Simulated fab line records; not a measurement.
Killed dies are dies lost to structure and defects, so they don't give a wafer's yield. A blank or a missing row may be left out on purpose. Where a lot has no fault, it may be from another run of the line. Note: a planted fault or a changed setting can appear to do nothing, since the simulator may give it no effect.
fab line records ; flow berkeleyCmos170
[record] lots = 5; wafers = 15; lastDay = 10
route steps=331 shown GATE@141 PLDD@145
lots with no fault: from the same line, run without faults
startH: start of the lot's first displayed wafer, in hours after the record's first day ; waitH: hours elapsed since this lot's preceding step ; " the same as in the row above ; L1.1+2: a single row standing in for several wafers ; - no value, or no start was given ; * or withheld: withheld ; < > ~ a bound
route shown NAME@n: a module of which the file shows steps, and the number in the route of the first ; usual: mean/standard deviation of fault-free wafers ; same: alike in all rows ; chamber/n: place in a boat ; sites: the reading at each site ; _std_site: how widely they spread, as a standard deviation ; _edge_site: outer sites' mean less inner sites' ; radiusMm: how far each site lies from the wafer's centre ; mask NAME#n: copy n ; behind: the tool/chamber that last shaped the wafer ; hold: cause of the lot's hold/its duration in hours/its outcome ; device: the n, p or np transistor that did not switch ; end of line: tests run on the same wafers once the route is complete ; a step given without rows: its recipe and nothing more ; killed: dies lost to structure and defects at the first sort, not the wafer's yield ; map: a wafer's dies, x killed, . not, _ none there
set.NAME: setting as actually run; set.NAME@STEP: the setting as run at that earlier step ; model.NAME: the simulator's own value behind a step, which no gauge read
lots at selected steps of the route; one table per step, one row per wafer
services: when a tool's chamber went out of use (startH, in hours from the record's first day, below 0 if earlier), for how many hours, and the reason
[[steps]]
[step UCB170_GATE_ETCH_15]
[recipe] chemistry = HBr/Cl2; target = poly-Si; stopOn = SiO2; overEtchFrac = 0.3; icpW = 300; biasW = 150; timeS = 56.3; pressureMtorr = 15; HBr_flow_sccm = 150; Cl2_flow_sccm = 50; targetDepthA = 2782
[usual] drypumpMotorCurrentA = 5.7/0.34; oesProductAu = 0.838/0.014; throttleValvePct = 26.38/0.22
[same] overEtchFrac = 0.3
lot.wafer;tool;chamber;startH;waitH;drypumpMotorCurrentA;oesProductAu;rfHoursCounterH;throttleValvePct
L082.4;rieSi-02;2;173.57;-;5.9;0.836;92;26.44
L082.5;rieSi-02;2;173.57;-;5.9;0.834;-;26.45
L082.6;rieSi-02;3;173.57;-;6.1;0.823;-;26.00
L081.1;rieSi-01;2;173.85;-;6.0;0.821;104;26.54
L081.4;rieSi-01;1;173.85;-;5.5;0.804;2;26.55
L081.6;rieSi-01;2;173.85;-;6.0;0.830;-;26.52
L080.1;rieSi-02;2;174.14;-;5.8;0.840;92;26.45
L080.2;rieSi-02;3;174.14;-;6.1;0.832;1;26.01
L080.6;rieSi-02;0;174.14;-;6.2;0.855;-;26.11
L089.3;rieSi-01;1;198.19;-;5.5;0.809;2;26.55
L089.4;rieSi-01;0;198.19;-;5.8;0.829;73;26.36
L089.6;rieSi-01;3;198.19;-;5.1;0.847;-;26.45
L087.1;rieSi-02;2;198.47;-;5.9;0.836;92;26.46
L087.3;rieSi-02;1;198.47;-;5.4;0.842;108;26.70
L087.6;rieSi-02;3;198.47;-;6.1;0.830;-;26.00
[step UCB170_GATE_STRIP_16]
[recipe] chemistry = O2; powerW = 400; pressureMtorr = 3500; platenTempC = withheld; o2FlowSccm = 400; overashFraction = 0.5
[usual] drypumpMotorCurrentA = 6.08/0.27; oesProductAu = 0.725/0.005
[same] overashFraction = 0.5
lot.wafer;tool;chamber;startH;waitH;drypumpMotorCurrentA;oesProductAu;rfHoursCounterH
L082.4;plasmaAsher-03;0;173.65;0.1;5.76;0.724;-
L082.5;plasmaAsher-03;0;173.65;0.1;5.80;0.728;-
L082.6;plasmaAsher-03;1;173.65;0.1;6.09;0.722;-
L081.1;plasmaAsher-04;1;173.90;0.0;6.56;0.723;40
L081.4;plasmaAsher-04;0;173.90;0.0;6.27;0.729;-
L081.6;plasmaAsher-04;1;173.90;0.0;6.57;0.715;-
L080.1;plasmaAsher-02;1;174.19;0.0;5.78;0.729;40
L080.2;plasmaAsher-02;0;174.19;0.0;6.09;0.716;40
L080.6;plasmaAsher-02;0;174.19;0.0;6.12;0.729;-
L089.3;plasmaAsher-03;1;198.27;0.1;6.11;0.724;-
L089.4;plasmaAsher-03;0;198.27;0.1;5.79;0.727;-
L089.6;plasmaAsher-03;0;198.27;0.1;5.80;0.720;-
L087.1;plasmaAsher-02;0;198.52;0.0;6.11;0.733;43
L087.3;plasmaAsher-02;0;198.52;0.0;6.10;0.717;-
L087.6;plasmaAsher-02;1;198.52;0.0;5.73;0.723;-
[step UCB170_GATE_CD_MEAS_90]
[recipe] targetCdNm = 350
[usual] cdNm = 350.0/1.9
lot.wafer;tool;chamber;startH;waitH;cdNm
L082.4;cdSem-02;-;173.83;0.1;354.4
L082.5;cdSem-02;-;173.83;0.1;354.2
L082.6;cdSem-02;-;173.83;0.1;352.8
L081.1;cdSem-01;-;174.00;0.1;349.2
L081.4;cdSem-01;-;174.00;0.1;350.4
L081.6;cdSem-01;-;174.00;0.1;348.4
L080.1;cdSem-02;-;174.29;0.1;350.9
L080.2;cdSem-02;-;174.29;0.1;350.6
L080.6;cdSem-02;-;174.29;0.1;351.2
L089.3;cdSem-02;-;198.38;0.1;349.7
L089.4;cdSem-02;-;198.38;0.1;351.0
L089.6;cdSem-02;-;198.38;0.1;351.1
L087.1;cdSem-01;-;198.62;0.1;348.5
L087.3;cdSem-01;-;198.62;0.1;347.1
L087.6;cdSem-01;-;198.62;0.1;348.1
[step UCB170_GATE_CLEAN_17]
[recipe] chemistry = SPM; tempC = 120; timeS = 600
lot.wafer;tool;chamber;startH;waitH
L081.1+4+6;wetBench-02;2;175.94;1.9
L082.4+5+6;wetBench-02;3;175.94;2.1
L080.1+2+6;wetBench-02;0;176.11;1.8
L087.1+3+6;wetBench-02;2;201.70;3.1
L089.3+4+6;wetBench-02;2;201.70;3.3
[step UCB170_PLDD_HMDS_00]
[recipe] primeTimeS = 60; primeTempC = 100
[usual] primeTempC = 99.98/0.11
lot.wafer;tool;chamber;startH;waitH;primeTempC
L082.4;lithoTrack-02;0;176.38;0.3;99.80
L082.5;lithoTrack-02;0;176.38;0.3;99.92
L082.6;lithoTrack-02;0;176.38;0.3;99.98
L081.1;lithoTrack-04;0;176.82;0.7;100.07
L081.4;lithoTrack-04;0;176.82;0.7;100.05
L081.6;lithoTrack-04;0;176.82;0.7;99.96
L080.1;lithoTrack-02;0;177.21;0.9;99.78
L080.2;lithoTrack-02;0;177.21;0.9;99.90
L080.6;lithoTrack-02;0;177.21;0.9;100.14
L089.3;lithoTrack-02;0;202.65;0.8;100.00
L089.4;lithoTrack-02;0;202.65;0.8;99.90
L089.6;lithoTrack-02;0;202.65;0.8;99.84
L087.1;lithoTrack-04;0;202.79;0.9;100.09
L087.3;lithoTrack-04;0;202.79;0.9;100.07
L087.6;lithoTrack-04;0;202.79;0.9;100.00
[step UCB170_PLDD_COAT_01]
[recipe] resist = KrF; spinRpm = 1500; resistThkNm = 917.9
lot.wafer;tool;chamber;startH;waitH
L082.4+5+6;lithoTrack-02;0;176.53;0.1
L081.1+4+6;lithoTrack-04;0;176.97;0.1
L080.1+2+6;lithoTrack-02;0;177.36;0.1
L089.3+4+6;lithoTrack-02;0;202.80;0.1
L087.1+3+6;lithoTrack-04;0;202.94;0.1
[step UCB170_PLDD_SOFTBAKE_02]
[recipe] resist = KrF; tempC = 130; timeS = 60
lot.wafer;tool;chamber;startH;waitH
L082.4+5+6;lithoTrack-02;0;176.68;0.1
L081.1+4+6;lithoTrack-04;0;177.12;0.1
L080.1+2+6;lithoTrack-02;0;177.51;0.1
L089.3+4+6;lithoTrack-02;0;202.95;0.1
L087.1+3+6;lithoTrack-04;0;203.09;0.1
[step UCB170_PLDD_EXPOSE_03]
[recipe] maskId = PSELECT; na = 0.5; sigmaOuter = 0.6; sourceShape = conventional; targetCdNm = 1200; doseMj = 30
[usual] exposureDoseMJCm2 = 30.14/0.03; stageVelMmS = 500.06/0.23
lot.wafer;tool;chamber;startH;waitH;mask;exposureDoseMJCm2;stageVelMmS
L082.4;krfScanner-02;0;176.82;0.1;PSELECT#0;30.12;499.90
L082.5;krfScanner-02;0;176.82;0.1;PSELECT#0;30.14;500.22
L082.6;krfScanner-02;0;176.82;0.1;PSELECT#0;30.13;500.11
L081.1;krfScanner-01;0;177.45;0.3;PSELECT#0;30.13;499.69
L081.4;krfScanner-01;0;177.45;0.3;PSELECT#0;30.16;499.54
L081.6;krfScanner-01;0;177.45;0.3;PSELECT#0;30.11;499.81
L080.1;krfScanner-02;0;177.78;0.2;PSELECT#0;30.13;499.95
L080.2;krfScanner-02;0;177.78;0.2;PSELECT#0;30.14;500.03
L080.6;krfScanner-02;0;177.78;0.2;PSELECT#0;30.14;499.80
L089.3;krfScanner-02;0;203.09;0.1;PSELECT#0;30.14;500.21
L089.4;krfScanner-02;0;203.09;0.1;PSELECT#0;30.13;500.57
L089.6;krfScanner-02;0;203.09;0.1;PSELECT#0;30.14;500.07
L087.1;krfScanner-02;0;203.24;0.1;PSELECT#0;30.15;499.83
L087.3;krfScanner-02;0;203.24;0.1;PSELECT#0;30.17;500.03
L087.6;krfScanner-02;0;203.24;0.1;PSELECT#0;30.13;500.57
[step UCB170_PLDD_PEB_04]
[recipe] pebTempC = 130; pebTimeS = withheld; resist = KrF
lot.wafer;tool;chamber;startH;waitH
L082.4+5+6;lithoTrack-04;0;177.35;0.5
L081.1+4+6;lithoTrack-04;0;178.37;0.9
L080.1+2+6;lithoTrack-02;0;178.38;0.6
L087.1+3+6;lithoTrack-02;0;203.78;0.5
L089.3+4+6;lithoTrack-03;0;203.83;0.7
[step UCB170_PLDD_DEVELOP_05]
[recipe] developer = TMAH; developTimeS = 45; resist = KrF; devTempC = 21
lot.wafer;tool;chamber;startH;waitH
L082.4+5+6;lithoTrack-04;0;-;-
L081.1+4+6;lithoTrack-04;0;-;-
L080.1+2+6;lithoTrack-02;0;-;-
L087.1+3+6;lithoTrack-02;0;-;-
L089.3+4+6;lithoTrack-03;0;-;-
[step UCB170_PLDD_CD_MEAS_06]
[recipe] targetCdNm = 1200
[usual] cdNm = 1200.1/1.6
lot.wafer;tool;chamber;startH;waitH;cdNm
L082.4;cdSem-01;-;177.61;-;1201.0
L082.5;cdSem-01;-;177.61;-;1200.8
L082.6;cdSem-01;-;177.61;-;1200.7
L081.1;cdSem-01;-;178.65;-;1199.5
L081.4;cdSem-01;-;178.65;-;1200.9
L081.6;cdSem-01;-;178.65;-;1199.9
L080.1;cdSem-02;-;178.66;-;1199.7
L080.2;cdSem-02;-;178.66;-;1200.4
L080.6;cdSem-02;-;178.66;-;1199.5
L089.3;cdSem-02;-;204.09;-;1203.2
L089.4;cdSem-02;-;204.09;-;1202.4
L089.6;cdSem-02;-;204.09;-;1201.3
L087.1;cdSem-01;-;204.16;-;1199.9
L087.3;cdSem-01;-;204.16;-;1199.0
L087.6;cdSem-01;-;204.16;-;1200.2
[step UCB170_PLDD_OVL_MEAS_07]
[usual] PLDD_OVL = -1/7
lot.wafer;tool;chamber;startH;waitH;PLDD_OVL[nm]
L082.4;overlay-02;-;177.69;0.1;8
L082.5;overlay-02;-;177.69;0.1;-9
L082.6;overlay-02;-;177.69;0.1;-2
L081.1;overlay-02;-;178.77;0.1;5
L081.4;overlay-02;-;178.77;0.1;13
L081.6;overlay-02;-;178.77;0.1;9
L080.1;overlay-01;-;178.78;0.1;-3
L080.2;overlay-01;-;178.78;0.1;3
L080.6;overlay-01;-;178.78;0.1;3
L089.3;overlay-02;-;204.19;0.1;-8
L089.4;overlay-02;-;204.19;0.1;-17
L089.6;overlay-02;-;204.19;0.1;-13
L087.1;overlay-01;-;204.28;0.1;1
L087.3;overlay-01;-;204.28;0.1;-1
L087.6;overlay-01;-;204.28;0.1;-6
[step UCB170_PLDD_IMPLANT_08]
[recipe] species = BF2; doseCm2 = 5e+13; energyKev = 10; tiltDeg = 7; rotationDeg = 0
lot.wafer;tool;chamber;startH;waitH
L082.4+5+6;implanter-04;0;177.78;0.1
L081.1+4+6;implanter-02;0;178.81;0.0
L080.1+2+6;implanter-01;0;178.83;0.0
L089.3+4+6;implanter-04;0;204.26;0.1
L087.1+3+6;implanter-01;0;204.31;0.0
[step UCB170_PLDD_IMPLANT_09]
[recipe] species = BF2; doseCm2 = 5e+13; energyKev = 10; tiltDeg = 7.268; rotationDeg = 180
lot.wafer;tool;chamber;startH;waitH
L082.4+5+6;implanter-04;0;177.93;0.1
L081.1+4+6;implanter-02;0;178.96;0.1
L080.1+2+6;implanter-01;0;178.98;0.1
L089.3+4+6;implanter-04;0;204.41;0.1
L087.1+3+6;implanter-01;0;204.46;0.1
[[services]]
tool;chamber;startH;hours;kind
plasmaAsher-02;-;151.12;2.8;pm
krfScanner-01;-;155.87;0.1;repair
krfScanner-01;-;163.15;0.8;pm
plasmaAsher-02;-;164.43;2.4;repair
krfScanner-02;-;168.39;1.3;pm
implanter-04;-;178.34;3.1;pm
krfScanner-02;-;179.70;3.6;pm
wetBench-02;-;181.94;1.5;repair
krfScanner-01;-;183.26;1.3;pm
[[key]]
fault none
